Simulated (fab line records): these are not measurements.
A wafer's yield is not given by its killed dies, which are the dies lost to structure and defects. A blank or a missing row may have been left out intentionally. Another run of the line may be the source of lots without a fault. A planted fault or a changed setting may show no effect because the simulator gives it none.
Lot-split experiment	flow berkeleyCmos170	5 lots, 23 wafers read, on a route of 331 steps

== ABOUT THE SPLIT ==
At UCB170_SACOX_OXIDATION_01 (target thk 14.4 nm, ox time 2400 s), the setting oxTimeS was moved away from the recipe's 2400 s on 10 of the 23 wafers read, by -14.0% to -4.7%. For the rest of the wafers, this setting stayed at what the recipe calls for.

There is no step in the file separating the split from the reading.

== THE READING ==
SACOX_OXIDE_THK, in nm, at UCB170_SACOX_THK_MEAS_02. On this fab line, fault-free wafers typically give 14.47 nm with a standard deviation of 0.23 nm.

wafer	tool, chamber at the split	oxTimeS as run, s	against the recipe	SACOX_OXIDE_THK, nm	against lot-mates on the recipe
L075.2	furnace-01, 0	2400	recipe	14.47	-
L075.5	furnace-01, 0	2400	recipe	14.40	-
L075.6	furnace-01, 0	2400	recipe	14.32	-
L076.1	-, -	2063	-14.0%	12.97	no lot-mate on the recipe
L076.2	-, -	2063	-14.0%	12.64	no lot-mate on the recipe
L076.3	-, -	2063	-14.0%	12.99	no lot-mate on the recipe
L076.4	-, -	2063	-14.0%	12.85	no lot-mate on the recipe
L076.6	-, -	2063	-14.0%	12.83	no lot-mate on the recipe
L077.1	-, -	2400	recipe	14.78	-
L077.3	-, -	2400	recipe	14.83	-
L077.4	-, -	2400	recipe	14.66	-
L077.5	-, -	2400	recipe	14.69	-
L077.6	-, -	2400	recipe	14.56	-
L078.1	-, -	2286	-4.7%	14.05	no lot-mate on the recipe
L078.2	-, -	2286	-4.7%	14.13	no lot-mate on the recipe
L078.3	-, -	2286	-4.7%	14.11	no lot-mate on the recipe
L078.4	-, -	2286	-4.7%	14.31	no lot-mate on the recipe
L078.6	-, -	2286	-4.7%	14.23	no lot-mate on the recipe
L085.1	-, -	2400	recipe	14.33	-
L085.2	-, -	2400	recipe	14.38	-
L085.3	-, -	2400	recipe	14.57	-
L085.4	-, -	2400	recipe	14.53	-
L085.6	-, -	2400	recipe	14.42	-

FIT RESULTS
A straight line over all 23 wafers: SACOX_OXIDE_THK changes by +0.119 nm for each +1% of oxTimeS; r = +0.97; the points scatter about the line by 0.17 nm.
Too few moved wafers with a lot-mate on the recipe to fit a line net of each lot's own level.

== THE WHOLE CHAIN: every reading that the file lists as answering this split, in the file's order ==
step	what it does	reading	change (the file's fit)	r (the file's)
UCB170_SACOX_OXIDATION_01	target thk 14.4 nm, ox time 2400 s	SiO2_of_SACOX_OXIDATION_01.thkNm (the simulator's own value, which no gauge read)	+0.119 nm for each +1% of the setting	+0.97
UCB170_SACOX_THK_MEAS_02		SACOX_OXIDE_THK	+0.119 for each +1% of the setting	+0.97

== THE FILE'S OWN FIT ==
SACOX_OXIDE_THK changes by +0.119 nm for each +1% of oxTimeS, r = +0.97.
